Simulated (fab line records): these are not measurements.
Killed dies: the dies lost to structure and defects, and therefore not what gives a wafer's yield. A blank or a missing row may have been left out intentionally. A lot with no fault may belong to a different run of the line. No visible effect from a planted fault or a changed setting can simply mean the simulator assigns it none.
fab line records | flow ritCmos
record lots=14 wafers=42 lastDay=7
route steps=202 shown NSD@132 M1@202
lots that met no fault: taken from a fault-free run of the same line
startH: hours from the record's first day to the start of the lot's first wafer shown | waitH: hours since the lot's step before | " the same as in the row above | L1.1+2: a single row standing in for several wafers | - value missing, or start not given | * or withheld: withheld | < > ~ a bound
route shown NAME@n: NAME is a module with steps in the file, n the number in the route of the first one | usual: mean/standard deviation of fault-free wafers | same: alike in all rows | chamber/n: place in a boat | sites: per-site readings | _std_site: standard deviation of those values | _edge_site: inner sites' mean taken away from outer sites' mean | radiusMm: how far each site lies from the wafer's centre | mask NAME#n: copy n | behind: the most recent tool/chamber to have shaped the wafer | hold: why the lot went on hold/how many hours it stayed there/how the hold came to an end | device: transistor that didn't switch, given as n, p or np | end of line: tests run on the same wafers once the route is complete | step lacking rows: just its recipe | killed: count of dies lost to structure and defects at first sort (not the wafer's yield) | map: dies across one wafer; x = killed, . = not, _ = none there
set.NAME: the run value of the setting; set.NAME@STEP: its run value at that earlier step | model.NAME: the simulator's own value behind a step, which no gauge read
steps of the route over a sample of lots; a table a step, a row a wafer
## steps
# step RIT_NSD_COAT_01
# recipe resist=NOVOLAK spinRpm=3250 resistThkNm=1000
# usual spinSpeedRpm=3249.7/2.3
# columns lot.wafer tool chamber startH waitH spinSpeedRpm
L558.2 lithoTrack-03 0 47.56 0.1 3248.5
L558.4 " 0 " " 3245.1
L558.6 " 0 " " 3245.0
L559.1 lithoTrack-01 0 51.85 0.1 3252.3
L559.3 " 0 " " 3250.3
L559.5 " 0 " " 3249.7
L560.1 lithoTrack-01 0 55.56 0.1 3251.9
L560.3 " 0 " " 3250.7
L560.6 " 0 " " 3248.3
L561.1 lithoTrack-01 0 61.60 0.1 3246.0
L561.4 " 0 " " 3250.1
L561.5 " 0 " " 3251.2
L563.2 lithoTrack-02 0 72.53 0.1 3250.0
L563.3 " 0 " " 3250.3
L563.5 " 0 " " 3249.5
L564.2 lithoTrack-02 0 76.39 0.1 3250.3
L564.5 " 0 " " 3247.1
L564.6 " 0 " " 3250.3
L565.3 lithoTrack-02 0 80.31 0.1 3753.8
L565.4 " 0 " " 3749.2
L565.6 " 0 " " 3753.6
L566.1 lithoTrack-01 0 87.44 0.1 3250.3
L566.2 " 0 " " 3250.3
L566.6 " 0 " " 3250.6
L567.3 lithoTrack-02 0 93.98 0.1 3747.0
L567.4 " 0 " " 3747.2
L567.6 " 0 " " 3750.5
L568.3 lithoTrack-01 0 101.34 0.1 3249.7
L568.4 " 0 " " 3250.0
L568.5 " 0 " " 3249.0
L573.2 lithoTrack-01 0 121.83 0.1 3249.9
L573.3 " 0 " " 3249.8
L573.4 " 0 " " 3249.8
L575.2 lithoTrack-03 0 134.59 0.1 3246.6
L575.3 " 0 " " 3246.2
L575.6 " 0 " " 3248.7
L580.1 lithoTrack-03 0 157.41 0.1 3249.0
L580.2 " 0 " " 3245.4
L580.4 " 0 " " 3251.4
L581.1 lithoTrack-02 0 161.65 0.1 3247.3
L581.2 " 0 " " 3246.2
L581.3 " 0 " " 3250.0
# step RIT_M1_PROBE_99
# usual killedAtContacts=0.1/0.24 killedAtFrontEnd=6.8/2.8 killedDies=6.9/2.8 killedOpen=3.3/1.9 killedShort=3.5/1.8
# same grossDies=264 killed_at_M0_to_M3=0 killed_at_M4_up=0 killedAtBackSide=0 killedAtOther=0
# columns lot.wafer tool chamber startH waitH killedAtContacts killedAtFrontEnd killedDies killedOpen killedShort
L558.2 prober-01 - 58.74 0.1 0 4 4 2 2
L558.4 prober-01 - 58.84 0.2 0 5 5 2 3
L558.6 prober-01 - 58.94 0.2 0 12 12 3 9
L559.1 prober-02 - 63.04 0.1 0 3 3 2 1
L559.3 prober-02 - 63.14 0.2 0 0 0 0 0
L559.5 prober-02 - 63.24 0.2 0 9 9 4 5
L560.1 prober-01 - 66.16 0.1 0 9 9 7 2
L560.3 prober-01 - 66.26 0.2 0 5 5 1 4
L560.6 prober-01 - 66.41 0.2 0 5 5 2 3
L561.1 prober-02 - 72.65 0.1 1 9 10 6 4
L561.4 prober-02 - 72.80 0.2 0 7 7 2 5
L561.5 prober-02 - 72.85 0.2 0 4 4 1 3
L563.2 prober-02 - 83.76 0.1 0 6 6 2 4
L563.3 prober-02 - 83.81 0.2 0 4 4 3 1
L563.5 prober-02 - 83.91 0.2 0 3 3 2 1
L564.2 prober-01 - 87.24 0.1 0 8 8 2 6
L564.5 prober-01 - 87.39 0.2 0 9 9 6 3
L564.6 prober-01 - 87.44 0.2 0 7 7 4 3
L565.3 prober-02 - 91.04 0.2 0 10 10 6 4
L565.4 prober-02 - 91.09 0.2 0 7 7 0 6
L565.6 prober-02 - 91.19 0.2 0 10 10 2 7
L566.1 prober-01 - 98.24 0.1 0 2 2 2 0
L566.2 prober-01 - 98.29 0.1 0 5 5 3 2
L566.6 prober-01 - 98.49 0.2 0 5 5 2 3
L567.3 prober-02 - 105.20 0.2 0 1 1 1 0
L567.4 prober-02 - 105.25 0.2 0 7 7 4 3
L567.6 prober-02 - 105.35 0.2 1 8 9 3 6
L568.3 prober-01 - 112.97 0.2 0 8 8 5 3
L568.4 prober-01 - 113.02 0.2 0 5 5 1 4
L568.5 prober-01 - 113.07 0.2 0 8 8 6 2
L573.2 prober-01 - 133.49 0.1 0 7 7 4 3
L573.3 prober-01 - 133.54 0.2 0 12 12 5 7
L573.4 prober-01 - 133.59 0.2 0 4 4 2 2
L575.2 prober-02 - 145.34 0.1 0 10 10 5 5
L575.3 prober-02 - 145.39 0.2 0 13 13 7 6
L575.6 prober-02 - 145.54 0.2 0 12 12 8 4
L580.1 prober-02 - 168.15 0.1 0 6 6 4 2
L580.2 prober-02 - 168.20 0.1 0 5 5 4 1
L580.4 prober-02 - 168.30 0.2 0 4 4 2 2
L581.1 prober-01 - 173.33 0.1 0 13 13 9 4
L581.2 prober-01 - 173.38 0.1 1 9 10 6 4
L581.3 prober-01 - 173.43 0.2 0 6 6 2 4
# killed by level:class
L558.2 FOX1:geometricParticle:open=2 FOX1:geometricParticle:short=1 GATE:geometricParticle:short=1
L558.4 FOX1:geometricParticle:short=1 GATE:geometricParticle:short=1 GATE:geometricParticle:open=1 REOX:geometricParticle:short=1 SILICIDE:geometricParticle:open=1
L558.6 GATE:geometricParticle:short=3 REOX:geometricParticle:short=2 SPACER:geometricParticle:short=2 FOX1:geometricParticle:short=1 FOX1:geometricParticle:open=1 FOX2:geometricParticle:open=1 REOX:geometricParticle:open=1 SILICIDE:geometricParticle:short=1
L559.1 FOX2:geometricParticle:short=1 GATE:geometricParticle:open=1 SILICIDE:geometricParticle:open=1
L559.3
L559.5 GATE:geometricParticle:open=4 GATE:geometricParticle:short=2 FOX1:geometricParticle:short=1 SPACER:geometricParticle:short=1 SILICIDE:geometricParticle:short=1
L560.1 GATE:geometricParticle:open=2 REOX:geometricParticle:open=2 SPACER:geometricParticle:open=2 FOX2:geometricParticle:short=1 GATE:geometricParticle:short=1 SILICIDE:geometricParticle:open=1
L560.3 FOX2:geometricParticle:short=2 GATE:geometricParticle:short=1 SPACER:geometricParticle:short=1 SPACER:geometricParticle:open=1
L560.6 GATE:geometricParticle:short=2 GATE:geometricParticle:open=2 SILICIDE:geometricParticle:short=1
L561.1 FOX1:geometricParticle:open=2 FOX1:geometricParticle:short=2 GATE:geometricParticle:open=2 FOX2:geometricParticle:open=1 FOX2:geometricParticle:short=1 SPACER:geometricParticle:open=1 CONTACT:geometricParticle:short=1
L561.4 GATE:geometricParticle:short=3 FOX1:geometricParticle:short=1 FOX1:geometricParticle:open=1 REOX:geometricParticle:short=1 SILICIDE:geometricParticle:open=1
L561.5 SILICIDE:geometricParticle:short=3 GATE:geometricParticle:open=1
L563.2 FOX2:geometricParticle:short=2 GATE:geometricParticle:short=2 GATE:geometricParticle:open=1 SILICIDE:geometricParticle:open=1
L563.3 GATE:geometricParticle:short=1 GATE:geometricParticle:open=1 SPACER:geometricParticle:open=1 SILICIDE:geometricParticle:open=1
L563.5 FOX1:geometricParticle:short=1 FOX1:geometricParticle:open=1 FOX2:geometricParticle:open=1
L564.2 GATE:geometricParticle:short=4 FOX1:geometricParticle:short=1 FOX1:geometricParticle:open=1 GATE:geometricParticle:open=1 SPACER:geometricParticle:short=1
L564.5 GATE:geometricParticle:open=5 ACTIVE:geometricParticle:short=1 FOX2:geometricParticle:open=1 GATE:geometricParticle:short=1 SPACER:geometricParticle:short=1
L564.6 GATE:geometricParticle:short=3 FOX1:geometricParticle:open=1 GATE:geometricParticle:open=1 REOX:geometricParticle:open=1 SPACER:geometricParticle:open=1
L565.3 REOX:geometricParticle:open=3 SILICIDE:geometricParticle:short=2 SILICIDE:geometricParticle:open=2 GATE:geometricParticle:open=1 GATE:geometricParticle:short=1 REOX:geometricParticle:short=1
L565.4 REOX:geometricParticle:short=4 FOX2:geometricParticle:short=1 GATE:geometricParticle:short=1 NRETRO:coatMicrobubblePrinted=1
L565.6 GATE:geometricParticle:short=5 GATE:geometricParticle:open=1 REOX:geometricParticle:open=1 REOX:geometricParticle:short=1 SPACER:geometricParticle:short=1 NRETRO:coatMicrobubblePrinted=1
L566.1 GATE:geometricParticle:open=1 SPACER:geometricParticle:open=1
L566.2 FOX1:geometricParticle:short=2 GATE:geometricParticle:open=2 SILICIDE:geometricParticle:open=1
L566.6 SPACER:geometricParticle:short=2 FOX2:geometricParticle:short=1 GATE:geometricParticle:open=1 SILICIDE:geometricParticle:open=1
L567.3 GATE:geometricParticle:open=1
L567.4 GATE:geometricParticle:open=3 FOX1:geometricParticle:short=1 GATE:geometricParticle:short=1 REOX:geometricParticle:open=1 SILICIDE:geometricParticle:short=1
L567.6 FOX1:geometricParticle:short=2 GATE:geometricParticle:short=2 GATE:geometricParticle:open=1 REOX:geometricParticle:open=1 REOX:geometricParticle:short=1 SPACER:geometricParticle:short=1 CONTACT:geometricParticle:open=1
L568.3 GATE:geometricParticle:open=2 REOX:geometricParticle:open=2 FOX1:geometricParticle:short=1 FOX2:geometricParticle:open=1 GATE:geometricParticle:short=1 REOX:geometricParticle:short=1
L568.4 SPACER:geometricParticle:short=2 GATE:geometricParticle:open=1 REOX:geometricParticle:short=1 SILICIDE:geometricParticle:short=1
L568.5 GATE:geometricParticle:open=3 REOX:geometricParticle:open=3 GATE:geometricParticle:short=1 REOX:geometricParticle:short=1
L573.2 GATE:geometricParticle:open=2 FOX2:geometricParticle:open=1 GATE:geometricParticle:short=1 REOX:geometricParticle:short=1 SPACER:geometricParticle:open=1 SILICIDE:geometricParticle:short=1
L573.3 GATE:geometricParticle:open=3 SPACER:geometricParticle:short=3 SILICIDE:geometricParticle:short=2 FOX1:geometricParticle:open=1 FOX2:geometricParticle:short=1 FOX2:geometricParticle:open=1 REOX:geometricParticle:short=1
L573.4 REOX:geometricParticle:short=1 SPACER:geometricParticle:open=1 SPACER:geometricParticle:short=1 SILICIDE:geometricParticle:open=1
L575.2 GATE:geometricParticle:short=3 GATE:geometricParticle:open=2 FOX1:geometricParticle:open=1 FOX1:geometricParticle:short=1 FOX2:geometricParticle:open=1 SPACER:geometricParticle:open=1 SILICIDE:geometricParticle:short=1
L575.3 FOX2:geometricParticle:open=3 FOX2:geometricParticle:short=2 GATE:geometricParticle:short=2 SPACER:geometricParticle:open=2 SPACER:geometricParticle:short=2 FOX1:geometricParticle:open=1 GATE:geometricParticle:open=1
L575.6 GATE:geometricParticle:open=5 FOX1:geometricParticle:short=1 FOX1:geometricParticle:open=1 FOX2:geometricParticle:short=1 GATE:geometricParticle:short=1 REOX:geometricParticle:short=1 REOX:geometricParticle:open=1 SILICIDE:geometricParticle:open=1
L580.1 GATE:geometricParticle:open=3 GATE:geometricParticle:short=2 FOX1:geometricParticle:open=1
L580.2 GATE:geometricParticle:open=2 REOX:geometricParticle:open=2 SPACER:geometricParticle:short=1
L580.4 SPACER:geometricParticle:short=2 FOX1:geometricParticle:open=1 FOX2:geometricParticle:open=1
L581.1 GATE:geometricParticle:open=4 FOX2:geometricParticle:open=2 REOX:geometricParticle:short=2 FOX1:geometricParticle:open=1 FOX1:geometricParticle:short=1 REOX:geometricParticle:open=1 SPACER:geometricParticle:open=1 SPACER:geometricParticle:short=1
L581.2 GATE:geometricParticle:open=2 GATE:geometricParticle:short=2 FOX1:geometricParticle:open=1 REOX:geometricParticle:short=1 REOX:geometricParticle:open=1 SPACER:geometricParticle:short=1 SILICIDE:geometricParticle:open=1 CONTACT:geometricParticle:open=1
L581.3 SPACER:geometricParticle:short=2 FOX2:geometricParticle:open=1 GATE:geometricParticle:open=1 REOX:geometricParticle:short=1 SILICIDE:geometricParticle:short=1
## key
firstSign step=RIT_NSD_COAT_01 reading=spinSpeedRpm direction=up sigmas=99+ usual=3249.7 struck=3750.2
effect none on later readings
metAt RIT_NSD_COAT_01
struckLots L565,L567
testerLeftOut L565,L567
onsetBetween 76.39 80.31
fault kind=processParameterDrift tool=lithoTrack-02 chamber=- onsetH=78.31 steps=RIT_NSD_COAT_01 channel=spinRpm offset=501.35 shape=step endH=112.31 actsIn=theseRecipesOnly stated=3250
# testerLeftOut: of these lots the tester's yield and bins aren't shown, on N5 and GAA mostly nor the transistor test; their killed dies are dies lost to structure and defects alone, not to doping, threshold or leakage, so they don't give the yield
